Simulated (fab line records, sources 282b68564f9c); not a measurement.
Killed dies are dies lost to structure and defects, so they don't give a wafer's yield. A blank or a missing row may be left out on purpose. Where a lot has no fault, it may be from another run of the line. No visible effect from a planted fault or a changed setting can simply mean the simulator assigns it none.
fab line records + flow ritCmos
record:
- lots: 6
- wafers: 18
- lastDay: 7
route steps=202 shown NSD@135 PSD@142
lots untouched by any fault: they come from a run of this same line in which no faults occurred
startH: start of the lot's first displayed wafer, in hours after the record's first day + waitH: how many hours have passed since the lot's step before this one + " the same as in the row above + L1.1+2: one row covering several wafers at once + - no value, or no start given + * or withheld: withheld + < > ~ a bound
route shown NAME@n: NAME is a module with steps in the file, n the number in the route of the first one + usual: the fault-free wafers' mean and standard deviation + same: alike in all rows + chamber/n: place in a boat + sites: the reading at each site + _std_site: standard deviation of those values + _edge_site: inner sites' mean taken away from outer sites' mean + radiusMm: for every site, how far away it sits from the centre of the wafer + mask NAME#n: copy n + behind: the most recent tool/chamber to have shaped the wafer + hold: cause of the lot's hold/its duration in hours/its outcome + device: transistor that didn't switch, given as n, p or np + end of line: at the end of the route, the tests of the same wafers + where a step has no rows: the recipe by itself + killed: dies lost to structure and defects at the first sort, not the wafer's yield + map: a wafer's dies, marking killed ones x, the rest . and places with no die _
set.NAME: setting as actually run; set.NAME@STEP: the setting as run at that earlier step + model.NAME: the simulator's own value behind a step, which no gauge read
a table for each step, a row for each wafer; lots at some steps of the route
services: a tool's chamber out of use, with start hour (startH, from the record's first day; less than 0 if before it), hours out, and reason
== steps ==
step: RIT_NSD_PEB_04
recipe:
- resist: NOVOLAK
- tempC: withheld
- timeS: withheld
step: RIT_NSD_DEVELOP_05
recipe:
- resist: NOVOLAK
- developTimeS: 51.3
- devTempC: 23
step: RIT_NSD_OVL_MEAS_06
usual:
- NSD_OVL: -0.3/1.4
| lot.wafer | tool       | chamber | startH | waitH | NSD_OVL[nm] |
|-----------|------------|---------|--------|-------|-------------|
| L302.1    | overlay-02 | -       | 61.91  | -     | -0.2        |
| L302.3    | "          | -       | "      | "     | 0.5         |
| L302.5    | "          | -       | "      | "     | -0.1        |
| L304.1    | overlay-01 | -       | 64.89  | -     | 1.2         |
| L304.2    | "          | -       | "      | "     | 0.8         |
| L304.5    | "          | -       | "      | "     | 0.4         |
| L317.2    | overlay-02 | -       | 130.70 | -     | -0.4        |
| L317.3    | "          | -       | "      | "     | 0.4         |
| L317.4    | "          | -       | "      | "     | -1.0        |
| L318.2    | overlay-01 | -       | 136.58 | -     | -0.2        |
| L318.3    | "          | -       | "      | "     | -0.6        |
| L318.5    | "          | -       | "      | "     | -0.2        |
| L319.1    | overlay-02 | -       | 139.05 | -     | 0.8         |
| L319.4    | "          | -       | "      | "     | 0.8         |
| L319.6    | "          | -       | "      | "     | 1.5         |
| L320.1    | overlay-01 | -       | 146.11 | -     | -0.7        |
| L320.4    | "          | -       | "      | "     | 0.5         |
| L320.5    | "          | -       | "      | "     | -1.9        |
step: RIT_NSD_HARDBAKE_07
recipe:
- resist: NOVOLAK
- tempC: 140
- timeS: 60
step: RIT_NSD_IMPLANT_08
recipe:
- species: P
- energyKev: 25
- doseCm2: 1e+15
- tiltDeg: 7
step: RIT_NSD_STRIP_09
recipe:
- chemistry: O2
- timeS: 180
- resist: NOVOLAK
- platenTempC: withheld
- powerW: 500
- pressureMtorr: 4000
- o2FlowSccm: 4000
usual:
- drypumpMotorCurrentA: 5.9/0.48
| lot.wafer | tool           | chamber | startH | waitH | drypumpMotorCurrentA | rfHoursCounterH |
|-----------|----------------|---------|--------|-------|----------------------|-----------------|
| L302.1    | plasmaAsher-02 | 1       | 62.25  | 0.1   | 6.4                  | 42              |
| L302.3    | "              | 1       | "      | "     | 6.4                  | -               |
| L302.5    | "              | 1       | "      | "     | 6.4                  | -               |
| L304.1    | plasmaAsher-02 | 1       | 65.23  | 0.1   | 6.4                  | 42              |
| L304.2    | "              | 0       | "      | "     | 6.4                  | 42              |
| L304.5    | "              | 0       | "      | "     | 6.4                  | -               |
| L317.2    | plasmaAsher-04 | 1       | 131.03 | 0.1   | 5.9                  | 2               |
| L317.3    | "              | 1       | "      | "     | 6.0                  | -               |
| L317.4    | "              | 0       | "      | "     | 6.0                  | -               |
| L318.2    | plasmaAsher-02 | 0       | 136.91 | 0.1   | 6.4                  | 50              |
| L318.3    | "              | 1       | "      | "     | 6.4                  | -               |
| L318.5    | "              | 1       | "      | "     | 6.4                  | -               |
| L319.1    | plasmaAsher-03 | 1       | 139.38 | 0.1   | 5.1                  | 36              |
| L319.4    | "              | 1       | "      | "     | 5.1                  | -               |
| L319.6    | "              | 0       | "      | "     | 5.2                  | -               |
| L320.1    | plasmaAsher-04 | 1       | 146.45 | 0.1   | 6.0                  | 4               |
| L320.4    | "              | 1       | "      | "     | 6.0                  | -               |
| L320.5    | "              | 0       | "      | "     | 6.0                  | -               |
step: RIT_NSD_TW_MEAS_10
usual:
- NSD_TW: 3124/31
| lot.wafer | tool         | chamber | startH | waitH | NSD_TW |
|-----------|--------------|---------|--------|-------|--------|
| L302.1    | filmMetro-04 | -       | 62.42  | 0.1   | 3100   |
| L302.3    | "            | -       | "      | "     | 3101   |
| L302.5    | "            | -       | "      | "     | 3103   |
| L304.1    | filmMetro-04 | -       | 65.40  | 0.1   | 3100   |
| L304.2    | "            | -       | "      | "     | 3095   |
| L304.5    | "            | -       | "      | "     | 3090   |
| L317.2    | filmMetro-03 | -       | 131.22 | 0.1   | 3159   |
| L317.3    | "            | -       | "      | "     | 3160   |
| L317.4    | "            | -       | "      | "     | 3152   |
| L318.2    | filmMetro-04 | -       | 137.10 | 0.1   | 3105   |
| L318.3    | "            | -       | "      | "     | 3099   |
| L318.5    | "            | -       | "      | "     | 3079   |
| L319.1    | filmMetro-03 | -       | 139.56 | 0.1   | 3162   |
| L319.4    | "            | -       | "      | "     | 3188   |
| L319.6    | "            | -       | "      | "     | 3164   |
| L320.1    | filmMetro-04 | -       | 146.63 | 0.1   | 3060   |
| L320.4    | "            | -       | "      | "     | 3066   |
| L320.5    | "            | -       | "      | "     | 3059   |
step: RIT_PSD_HMDS_00
recipe:
- primeTimeS: 60
- primeTempC: 140
step: RIT_PSD_COAT_01
recipe:
- resist: NOVOLAK
- spinRpm: 3250
- resistThkNm: 1000
step: RIT_PSD_SOFTBAKE_02
recipe:
- resist: NOVOLAK
- tempC: 90
- timeS: 60
step: RIT_PSD_EXPOSE_03
recipe:
- maskId: M10
- na: 0.57
- targetCdNm: 40900
- doseMj: 250
step: RIT_PSD_PEB_04
recipe:
- resist: NOVOLAK
- tempC: withheld
- timeS: withheld
step: RIT_PSD_DEVELOP_05
recipe:
- resist: NOVOLAK
- developTimeS: 50
- devTempC: 23
usual:
- chillPlateTempC: 23.01/0.11
- developTimeS: 50/0
- resistLineTempC: 23.01/0.11
| lot.wafer | tool          | chamber | startH | waitH | chillPlateTempC | developTimeS | resistLineTempC |
|-----------|---------------|---------|--------|-------|-----------------|--------------|-----------------|
| L302.1    | lithoTrack-04 | 0       | 63     | -     | 23.06           | 50           | 22.88           |
| L302.3    | "             | 0       | "      | "     | 22.98           | 50           | 22.97           |
| L302.5    | "             | 0       | "      | "     | 23.06           | 50           | 23.15           |
| L304.1    | lithoTrack-02 | 0       | 66     | -     | 23.04           | 50           | 23.01           |
| L304.2    | "             | 0       | "      | "     | 23.18           | 50           | 23.12           |
| L304.5    | "             | 0       | "      | "     | 23.08           | 50           | 23.18           |
| L317.2    | lithoTrack-03 | -       | 132    | -     | -               | -            | -               |
| L317.3    | "             | -       | "      | "     | -               | -            | -               |
| L317.4    | "             | -       | "      | "     | -               | -            | -               |
| L318.2    | lithoTrack-04 | -       | 137    | -     | -               | -            | -               |
| L318.3    | "             | -       | "      | "     | -               | -            | -               |
| L318.5    | "             | -       | "      | "     | -               | -            | -               |
| L319.1    | lithoTrack-02 | 0       | 140    | -     | 23.03           | 50           | 23.05           |
| L319.4    | "             | 0       | "      | "     | 22.97           | 50           | 23.11           |
| L319.6    | "             | 0       | "      | "     | 22.91           | 50           | 22.92           |
| L320.1    | lithoTrack-02 | 0       | 147    | -     | 22.99           | 50           | 23.12           |
| L320.4    | "             | 0       | "      | "     | 23.23           | 50           | 22.87           |
| L320.5    | "             | 0       | "      | "     | 23.16           | 50           | 22.93           |
step: RIT_PSD_OVL_MEAS_06
usual:
- PSD_OVL: 0.7/1.2
| lot.wafer | tool       | chamber | startH | waitH | PSD_OVL[nm] |
|-----------|------------|---------|--------|-------|-------------|
| L302.1    | overlay-01 | -       | 63.46  | -     | -0.6        |
| L302.3    | "          | -       | "      | "     | 1.4         |
| L302.5    | "          | -       | "      | "     | -0.9        |
| L304.1    | overlay-01 | -       | 66.46  | -     | 2.2         |
| L304.2    | "          | -       | "      | "     | 2.3         |
| L304.5    | "          | -       | "      | "     | 0.8         |
| L317.2    | overlay-01 | -       | 132.12 | -     | -           |
| L317.3    | "          | -       | "      | "     | -           |
| L317.4    | "          | -       | "      | "     | -           |
| L318.2    | overlay-02 | -       | 138.00 | -     | -           |
| L318.3    | "          | -       | "      | "     | -           |
| L318.5    | "          | -       | "      | "     | -           |
| L319.1    | overlay-02 | -       | 140.53 | -     | -1.1        |
| L319.4    | "          | -       | "      | "     | 0.9         |
| L319.6    | "          | -       | "      | "     | 1.2         |
| L320.1    | overlay-02 | -       | 147.85 | -     | 0.1         |
| L320.4    | "          | -       | "      | "     | 0.7         |
| L320.5    | "          | -       | "      | "     | -0.9        |
== services ==
| tool           | chamber | startH | hours | kind                     |
|----------------|---------|--------|-------|--------------------------|
| plasmaAsher-02 | -       | 39.84  | 14.4  | repair                   |
| plasmaAsher-02 | -       | 47.53  | 0.5   | repair                   |
| plasmaAsher-03 | -       | 52.89  | 14.6  | pm                       |
| lithoTrack-02  | -       | 93.02  | -     | consumableReplace:filter |
| plasmaAsher-04 | -       | 108.75 | 9.0   | pm                       |
| plasmaAsher-04 | 0       | 108.75 | 9.0   | ventCycle                |
| plasmaAsher-04 | 1       | 108.75 | 9.0   | ventCycle                |
| plasmaAsher-04 | 0       | 117.75 | -     | clean                    |
| plasmaAsher-04 | 1       | 117.75 | -     | clean                    |
| plasmaAsher-02 | -       | 121.22 | 0.5   | repair                   |
== key ==
firstSign:
- step: RIT_PSD_DEVELOP_05
- reading: toolRecord
- direction: missing
effect none on later readings
metAt RIT_PSD_DEVELOP_05
struckWafers L317.2,L317.3,L317.4,L318.2,L318.3,L318.5
sortLeftOut L317.2,L317.3,L317.4,L318.2,L318.3,L318.5
testerLeftOut L317,L318
onsetBetween 63 132
fault:
- kind: skippedStepWhole
- tool: lithoTrack-03,lithoTrack-04
- chamber: -
- onsetH: 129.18
- steps: RIT_PSD_DEVELOP_05
- scope: struckLotsOnly
testerLeftOut: of these lots the tester's yield and bins aren't shown, on N5 and GAA mostly nor the transistor test; their killed dies are dies lost to structure and defects alone, not to doping, threshold or leakage, so they don't give the yield
sortLeftOut: the simulated sort isn't trusted on such a fault, so these wafers' sort isn't shown, and their yield isn't known
